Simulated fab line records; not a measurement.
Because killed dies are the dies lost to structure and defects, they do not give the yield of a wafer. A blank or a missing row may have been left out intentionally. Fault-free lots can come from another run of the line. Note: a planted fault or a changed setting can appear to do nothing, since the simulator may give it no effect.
Check for tools in common :: flow berkeleyCmos170 :: 15 lots and 45 wafers in the sample

## THE REASON FOR OPENING IT
3 of 15 lots carry a flag on the reading GATE_OVL at UCB170_GATE_OVL_MEAS_13. Fault-free wafers read -1 nm, with a standard deviation of 6.1.
Rule: a lot is flagged when every wafer of it that has a number lies more than 4 standard deviations from that mean, or none has a number. All remaining lots are regarded as sound.

lot: L467
measured: day 6 12:53
on: overlay-01
GATE_OVL (nm), wafer by wafer: 7 -3 8
flag: 

lot: L464
measured: day 6 13:09
on: overlay-02
GATE_OVL (nm), wafer by wafer: -10 -6 -10
flag: 

lot: L466
measured: day 6 13:17
on: overlay-01
GATE_OVL (nm), wafer by wafer: -7 -3 2
flag: 

lot: L465
measured: day 6 13:29
on: overlay-02
GATE_OVL (nm), wafer by wafer: 6 0 3
flag: 

lot: L469
measured: day 7 10:41
on: overlay-02
GATE_OVL (nm), wafer by wafer: 0 5 -2
flag: 

lot: L468
measured: day 7 11:04
on: overlay-02
GATE_OVL (nm), wafer by wafer: -3 -2 -6
flag: 

lot: L470
measured: day 7 17:02
on: overlay-02
GATE_OVL (nm), wafer by wafer: -5 -11 -10
flag: 

lot: L471
measured: day 8 04:31
on: overlay-01
GATE_OVL (nm), wafer by wafer: -5 -7 -3
flag: 

lot: L475
measured: day 9 01:35
on: overlay-01
GATE_OVL (nm), wafer by wafer: 1 -1 3
flag: 

lot: L474
measured: day 9 01:52
on: overlay-02
GATE_OVL (nm), wafer by wafer: -131 -138 -127
flag: FLAGGED

lot: L477
measured: day 9 02:16
on: overlay-02
GATE_OVL (nm), wafer by wafer: -129 -123 -132
flag: FLAGGED

lot: L480
measured: day 9 04:59
on: overlay-02
GATE_OVL (nm), wafer by wafer: -125 -139 -127
flag: FLAGGED

lot: L482
measured: day 9 14:35
on: overlay-01
GATE_OVL (nm), wafer by wafer: 4 2 -4
flag: 

lot: L484
measured: day 10 07:47
on: overlay-01
GATE_OVL (nm), wafer by wafer: 5 5 -8
flag: 

lot: L485
measured: day 10 17:27
on: overlay-02
GATE_OVL (nm), wafer by wafer: 3 14 3
flag: 
On average the flagged lots' numbers are -130 nm, which is -129 nm against the usual, or -21 standard deviations.

## WHICH TOOL EACH LOT WENT THROUGH
Before the reading, the record contains 2 process steps out of a 331-step route. In each cell: the tool, then ch and the chambers that the sampled wafers went through, then the start.
lot: L467
flag: 
UCB170_PVT_STRIP_08: plasmaAsher-02 ch 0,1, day 6 04:17
UCB170_GATE_EXPOSE_09: krfScanner-02 ch 0, day 6 12:23

lot: L464
flag: 
UCB170_PVT_STRIP_08: plasmaAsher-03 ch 0, day 6 01:22
UCB170_GATE_EXPOSE_09: krfScanner-02 ch 0, day 6 12:29

lot: L466
flag: 
UCB170_PVT_STRIP_08: plasmaAsher-03 ch 0,1, day 6 04:33
UCB170_GATE_EXPOSE_09: krfScanner-01 ch 0, day 6 12:46

lot: L465
flag: 
UCB170_PVT_STRIP_08: plasmaAsher-01 ch 0,1, day 6 04:15
UCB170_GATE_EXPOSE_09: krfScanner-02 ch 0, day 6 12:59

lot: L469
flag: 
UCB170_PVT_STRIP_08: plasmaAsher-02 ch 0,1, day 6 21:35
UCB170_GATE_EXPOSE_09: krfScanner-01 ch 0, day 7 10:10

lot: L468
flag: 
UCB170_PVT_STRIP_08: plasmaAsher-01 ch 0,1, day 6 21:50
UCB170_GATE_EXPOSE_09: krfScanner-02 ch 0, day 7 10:35

lot: L470
flag: 
UCB170_PVT_STRIP_08: plasmaAsher-01 ch 0,1, day 7 02:16
UCB170_GATE_EXPOSE_09: krfScanner-01 ch 0, day 7 16:32

lot: L471
flag: 
UCB170_PVT_STRIP_08: plasmaAsher-01 ch 0, day 7 13:48
UCB170_GATE_EXPOSE_09: krfScanner-02 ch 0, day 8 04:01

lot: L475
flag: 
UCB170_PVT_STRIP_08: plasmaAsher-02 ch 0,1, day 8 15:37
UCB170_GATE_EXPOSE_09: krfScanner-01 ch 0, day 9 00:34

lot: L474
flag: FLAGGED
UCB170_PVT_STRIP_08: plasmaAsher-03 ch 0,1, day 8 15:07
UCB170_GATE_EXPOSE_09: krfScanner-02 ch 0, day 9 00:56

lot: L477
flag: FLAGGED
UCB170_PVT_STRIP_08: plasmaAsher-03 ch 0,1, day 8 15:37
UCB170_GATE_EXPOSE_09: krfScanner-02 ch 0, day 9 01:29

lot: L480
flag: FLAGGED
UCB170_PVT_STRIP_08: plasmaAsher-03 ch 0,1, day 8 17:47
UCB170_GATE_EXPOSE_09: krfScanner-02 ch 0, day 9 04:08

lot: L482
flag: 
UCB170_PVT_STRIP_08: plasmaAsher-01 ch 0,1, day 9 04:40
UCB170_GATE_EXPOSE_09: krfScanner-01 ch 0, day 9 14:06

lot: L484
flag: 
UCB170_PVT_STRIP_08: plasmaAsher-03 ch 0,1, day 9 18:36
UCB170_GATE_EXPOSE_09: krfScanner-01 ch 0, day 10 07:17

lot: L485
flag: 
UCB170_PVT_STRIP_08: plasmaAsher-02 ch 0,1, day 10 03:38
UCB170_GATE_EXPOSE_09: krfScanner-01 ch 0, day 10 16:20
What these steps do:
- UCB170_PVT_STRIP_08: strips in O2.
- UCB170_GATE_EXPOSE_09: exposes mask POLY, target cd 350 nm.
- UCB170_GATE_OVL_MEAS_13

## FLAGGED AGAINST TOTAL, ONE TOOL AT A TIME (gauges that did the reading follow at the end)
step: UCB170_PVT_STRIP_08
tool: plasmaAsher-01
lots run: 5
flagged: 0
share of the flagged lots: none
sound lots run after its first flagged lot: -

step: UCB170_PVT_STRIP_08
tool: plasmaAsher-02
lots run: 4
flagged: 0
share of the flagged lots: none
sound lots run after its first flagged lot: -

step: UCB170_PVT_STRIP_08
tool: plasmaAsher-03
lots run: 6
flagged: 3
share of the flagged lots: all
sound lots run after its first flagged lot: 1 (L484)

step: UCB170_GATE_EXPOSE_09
tool: krfScanner-01
lots run: 7
flagged: 0
share of the flagged lots: none
sound lots run after its first flagged lot: -

step: UCB170_GATE_EXPOSE_09
tool: krfScanner-02
lots run: 8
flagged: 3
share of the flagged lots: all
sound lots run after its first flagged lot: 0

step: UCB170_GATE_OVL_MEAS_13
tool: overlay-01
lots run: 6
flagged: 0
share of the flagged lots: none
sound lots run after its first flagged lot: -

step: UCB170_GATE_OVL_MEAS_13
tool: overlay-02
lots run: 9
flagged: 3
share of the flagged lots: all
sound lots run after its first flagged lot: 1 (L485)

## WHAT THE TABLE PERMITS
In the table, 3 rows ran each flagged lot (plasmaAsher-03 at UCB170_PVT_STRIP_08; krfScanner-02 at UCB170_GATE_EXPOSE_09; overlay-02 at UCB170_GATE_OVL_MEAS_13).
- plasmaAsher-03 at UCB170_PVT_STRIP_08 ran 6 lots, 3 of them flagged. Sound lots ran on it after the first flagged one (L484), which a lasting fault on the whole tool wouldn't allow.
- krfScanner-02 at UCB170_GATE_EXPOSE_09 ran 8 lots, 3 of them flagged. Last sound lot L471 at day 8 04:01, first flagged lot L474 at day 9 00:56; a fault beginning in between fits.
- overlay-02 at UCB170_GATE_OVL_MEAS_13 ran 9 lots, 3 of them flagged. Sound lots ran on it after the first flagged one (L485), which a lasting fault on the whole tool wouldn't allow.
What remains is a single tool, krfScanner-02 at UCB170_GATE_EXPOSE_09.

## WHAT WAS PUT IN BY THE SIMULATOR
Scanner matching overlay: krfScanner-02, from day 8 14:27 on, at UCB170_GATE_EXPOSE_09. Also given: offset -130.
Struck lots among those shown: L474, L477, L480. Same finding as the rule above.
